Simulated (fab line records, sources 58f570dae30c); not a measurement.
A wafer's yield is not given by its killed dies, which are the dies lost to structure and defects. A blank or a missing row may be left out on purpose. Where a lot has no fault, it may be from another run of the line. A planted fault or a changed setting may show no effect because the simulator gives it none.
Which of the tools did it? :: flow berkeley cmos170 :: 42 wafers from 14 lots sampled at 3 of the route's 331 steps

## WHAT EACH GAUGE READ, for each wafer
UCB170_M1_RS_MEAS_01: uses a four-point probe to measure. Usual: M1_AL_RS typically reads 0.0487 ohm/sq, with standard deviation 0.00058.
lot: L699
measured: day 6 20:07
on: film metro-02
M1_AL_RS (ohm/sq): 0.0493 0.0488 0.0490
flag: 

lot: L698
measured: day 6 20:18
on: film metro-04
M1_AL_RS (ohm/sq): 0.0492 0.0491 0.0480
flag: 

lot: L701
measured: day 7 15:17
on: film metro-01
M1_AL_RS (ohm/sq): 0.0489 0.0494 0.0489
flag: 

lot: L700
measured: day 7 15:34
on: film metro-04
M1_AL_RS (ohm/sq): 0.0482 0.0488 0.0492
flag: 

lot: L703
measured: day 8 02:01
on: film metro-02
M1_AL_RS (ohm/sq): 0.0486 0.0481 0.0486
flag: 

lot: L704
measured: day 8 13:28
on: film metro-02
M1_AL_RS (ohm/sq): 0.0487 0.0488 0.0488
flag: 

lot: L705
measured: day 8 13:46
on: film metro-02
M1_AL_RS (ohm/sq): 0.0483 0.0486 0.0488
flag: 

lot: L707
measured: day 9 03:35
on: film metro-02
M1_AL_RS (ohm/sq): 0.0480 0.0482 0.0482
flag: 

lot: L706
measured: day 9 03:52
on: film metro-04
M1_AL_RS (ohm/sq): 0.0348 0.0348 0.0347
flag: OFF

lot: L710
measured: day 9 20:07
on: film metro-01
M1_AL_RS (ohm/sq): 0.0347 0.0346 0.0347
flag: OFF

lot: L715
measured: day 10 12:48
on: film metro-02
M1_AL_RS (ohm/sq): 0.0494 0.0496 0.0493
flag: 

lot: L716
measured: day 11 03:45
on: film metro-01
M1_AL_RS (ohm/sq): 0.0491 0.0489 0.0495
flag: 

lot: L718
measured: day 11 10:00
on: film metro-01
M1_AL_RS (ohm/sq): 0.0481 0.0490 0.0486
flag: 

lot: L721
measured: day 11 16:17
on: film metro-04
M1_AL_RS (ohm/sq): 0.0486 0.0478 0.0483
flag: 

UCB170_M1_THK_MEAS_02: measures by xrf. Usual: M1_AL_THK typically reads 602 nm, with standard deviation 8.4.
lot: L699
measured: day 6 20:14
on: film metro-02
M1_AL_THK (nm): 594 600 599
flag: 

lot: L698
measured: day 6 20:25
on: film metro-04
M1_AL_THK (nm): 595 593 609
flag: 

lot: L701
measured: day 7 15:23
on: film metro-01
M1_AL_THK (nm): 604 601 606
flag: 

lot: L700
measured: day 7 15:39
on: film metro-04
M1_AL_THK (nm): 607 601 589
flag: 

lot: L703
measured: day 8 02:08
on: film metro-02
M1_AL_THK (nm): 599 610 603
flag: 

lot: L704
measured: day 8 13:35
on: film metro-02
M1_AL_THK (nm): 600 602 597
flag: 

lot: L705
measured: day 8 13:53
on: film metro-02
M1_AL_THK (nm): 607 601 601
flag: 

lot: L707
measured: day 9 03:43
on: film metro-02
M1_AL_THK (nm): 612 613 609
flag: 

lot: L706
measured: day 9 03:58
on: film metro-04
M1_AL_THK (nm): 835 835 845
flag: OFF

lot: L710
measured: day 9 20:14
on: film metro-01
M1_AL_THK (nm): 841 849 842
flag: OFF

lot: L715
measured: day 10 12:55
on: film metro-02
M1_AL_THK (nm): 590 590 593
flag: 

lot: L716
measured: day 11 03:52
on: film metro-01
M1_AL_THK (nm): 599 597 591
flag: 

lot: L718
measured: day 11 10:07
on: film metro-01
M1_AL_THK (nm): 607 598 601
flag: 

lot: L721
measured: day 11 16:25
on: film metro-04
M1_AL_THK (nm): 602 609 606
flag: 

## WHICH TOOL RAN EACH LOT (tool, then ch and the chambers of the sampled wafers, then the start)
lot: L699
UCB170_M1_SPUTTER_00: pvd sputter-02, day 6 20:04

lot: L698
UCB170_M1_SPUTTER_00: pvd sputter-04, day 6 20:14

lot: L701
UCB170_M1_SPUTTER_00: pvd sputter-02, day 7 15:12

lot: L700
UCB170_M1_SPUTTER_00: pvd sputter-04, day 7 15:26

lot: L703
UCB170_M1_SPUTTER_00: pvd sputter-01, day 8 01:57

lot: L704
UCB170_M1_SPUTTER_00: pvd sputter-04, day 8 13:25

lot: L705
UCB170_M1_SPUTTER_00: pvd sputter-01, day 8 13:43

lot: L707
UCB170_M1_SPUTTER_00: pvd sputter-02, day 9 03:30

lot: L706
UCB170_M1_SPUTTER_00: pvd sputter-01, day 9 03:47

lot: L710
UCB170_M1_SPUTTER_00: pvd sputter-01, day 9 20:02

lot: L715
UCB170_M1_SPUTTER_00: pvd sputter-04, day 10 12:44

lot: L716
UCB170_M1_SPUTTER_00: pvd sputter-04, day 11 03:40

lot: L718
UCB170_M1_SPUTTER_00: pvd sputter-04, day 11 09:55

lot: L721
UCB170_M1_SPUTTER_00: pvd sputter-04, day 11 16:14
- UCB170_M1_SPUTTER_00: material Al, target thk 600 nm, time 80 s.

## WHAT THE TOOLS THEMSELVES READ (means of the sampled wafers that have a number; where no wafer has one, the mark that the record gives instead)
UCB170_M1_SPUTTER_00. Usual: throttle valve pct 30.1 %, standard deviation 0.97.
lot: L699
tool: pvd sputter-02
throttle valve pct (%): 29.1
flag: 

lot: L698
tool: pvd sputter-04
throttle valve pct (%): 30.0
flag: 

lot: L701
tool: pvd sputter-02
throttle valve pct (%): 29.8
flag: 

lot: L700
tool: pvd sputter-04
throttle valve pct (%): 29.8
flag: 

lot: L703
tool: pvd sputter-01
throttle valve pct (%): 29.9
flag: 

lot: L704
tool: pvd sputter-04
throttle valve pct (%): 29.1
flag: 

lot: L705
tool: pvd sputter-01
throttle valve pct (%): 30.6
flag: 

lot: L707
tool: pvd sputter-02
throttle valve pct (%): 30.0
flag: 

lot: L706
tool: pvd sputter-01
throttle valve pct (%): 30.5
flag: 

lot: L710
tool: pvd sputter-01
throttle valve pct (%): 30.8
flag: 

lot: L715
tool: pvd sputter-04
throttle valve pct (%): 29.4
flag: 

lot: L716
tool: pvd sputter-04
throttle valve pct (%): 30.0
flag: 

lot: L718
tool: pvd sputter-04
throttle valve pct (%): 29.8
flag: 

lot: L721
tool: pvd sputter-04
throttle valve pct (%): 29.9
flag: 

## THE ANSWER, worked out from the rows above alone
Rule: a lot is off if the mean of its wafers that have a number lies more than 3 standard deviations from the usual mean. A lot without any number at a reading at which 4 lots or more have one is off too. Where the step has rows for the other lots, those lots are counted as sound. First the gauges in route order, then the tools' own readings, where a lot's mean is used as printed above. The first step at which some lot is off is used, and at that step the reading that is off furthest; a lot without a number counts as furthest.
Off: at UCB170_M1_RS_MEAS_01 (M1_AL_RS), L706, L710.
A tool fits if, at a process step before that reading, it ran every lot that is off, and no sound lot after the first of them. Gauges at UCB170_M1_RS_MEAS_01: tried the same way as those tools. One fits: pvd sputter-01 at UCB170_M1_SPUTTER_00. A fault onset in the window from L705 (day 8 13:43, its last sound lot) to L706 (day 9 03:47, its first lot off) fits.

## WHAT WAS PUT IN BY THE SIMULATOR
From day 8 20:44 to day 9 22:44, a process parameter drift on pvd sputter-01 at UCB170_M1_SPUTTER_00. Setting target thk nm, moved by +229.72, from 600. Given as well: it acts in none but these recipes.
Struck lots among those shown: L706, L710. This agrees with what the rule above found.
